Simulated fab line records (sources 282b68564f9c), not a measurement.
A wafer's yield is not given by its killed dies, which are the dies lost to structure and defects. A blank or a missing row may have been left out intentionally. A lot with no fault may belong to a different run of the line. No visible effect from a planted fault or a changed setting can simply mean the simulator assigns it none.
8D (eight disciplines) problem report, filled in by code	flow rit_cmos	the parts of the form that need people (team, actions taken, sign-off) are left out

## 1. WHAT IS WRONG
At RIT_M1_ANNEAL_15, tube_center_temp_C averages 420 C over 9 wafers from 3 lots, while fault-free wafers read 450 C, standard deviation 0.041. So: -99 or more standard deviations from the usual mean.
The step: time 1800 s.
Earliest sighting: wafer L775.1 on furnace-02 at day 6 01:05. The record holds 21 wafers of 7 lots with a number at this step. By rule, "out" or "out of limits" means more than 4 standard deviations away from the usual mean. All remaining wafers that have a number are taken as sound.

## 2. WHAT THIS IS AND IS NOT
question	is	is not
which readings at this step	tube_center_temp_C, spike_tc_centre_C, spike_tc_load_C, spike_tc_source_C, tube_center_temp_C_max, zone_power_centre_pct, zone_power_load_pct, zone_power_source_pct	-
which lots	L775, L776, L777	L764, L766, L770, L771
which wafers of those lots	all that have a number	-
read on which tools	furnace-02	-
when	from day 6 01:05	up to then (12 sound wafers)

## 3. THE SUSPECTS, EACH WITH WHAT RULES IT OUT
Counting: a tool at any process step up to the reading remains a suspect when it ran all the lots that are out and ran no sound lot after the first of those.
- furnace-02 at RIT_M1_ANNEAL_15 (time 1800 s): kept. Every lot that is out went through it, starting with L775 (day 6 01:05), and after that it ran no sound lot; the last sound lot it ran before then is L771 (day 5 02:02). On those wafers its own readings are out: spike_tc_centre_C, spike_tc_load_C, spike_tc_source_C, tube_center_temp_C, tube_center_temp_C_max, zone_power_centre_pct, zone_power_load_pct, zone_power_source_pct.
The count leaves furnace-02 at RIT_M1_ANNEAL_15.

## 4. THE CAUSE (what the simulator had put in)
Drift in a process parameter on furnace-02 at RIT_M1_ANNEAL_15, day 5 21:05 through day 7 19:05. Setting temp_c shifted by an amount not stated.
This tool alone remained once counting was done.

## 5. THE CHAIN OF EFFECTS, in route order
Each row: a reading whose mean over the struck wafers that have a number lies more than 3 standard deviations from the usual. Only readings for which the record gives a usual standard deviation are gone through. hours: the time from each lot's start at the first step in this table that gives one to its start at this step, as a median over the lots. sigmas: the change in usual standard deviations.
hours	step	reading	usual	on struck wafers	change	sigmas
0	RIT_M1_ANNEAL_15	spike_tc_centre_C	452.7 C	423.0	-29.7	-30
0	RIT_M1_ANNEAL_15	spike_tc_load_C	468.5 C	438.1	-30.4	-32
0	RIT_M1_ANNEAL_15	spike_tc_source_C	463.8 C	433.1	-30.7	-28
0	RIT_M1_ANNEAL_15	tube_center_temp_C	450 C	420	-30	-99 or more
0	RIT_M1_ANNEAL_15	tube_center_temp_C_max	451.18	421.25	-29.93	-99 or more
0	RIT_M1_ANNEAL_15	zone_power_centre_pct	21.66 %	20.09	-1.57	-7.1
0	RIT_M1_ANNEAL_15	zone_power_load_pct	6.99 %	6.23	-0.76	-11
0	RIT_M1_ANNEAL_15	zone_power_source_pct	8.14 %	7.23	-0.91	-12
It contains these process steps:
- RIT_M1_ANNEAL_15: time 1800 s.
Later steps that measure or inspect, where all struck wafers having a row at the step show a number for every such reading and not one has moved that far: RIT_M1_BOW_MEAS_16.

## 6. HOW IT WOULD HAVE BEEN CAUGHT EARLIER
First out-of-limits reading in this record: day 6 01:05, which is 4 hours after fault onset at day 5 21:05.
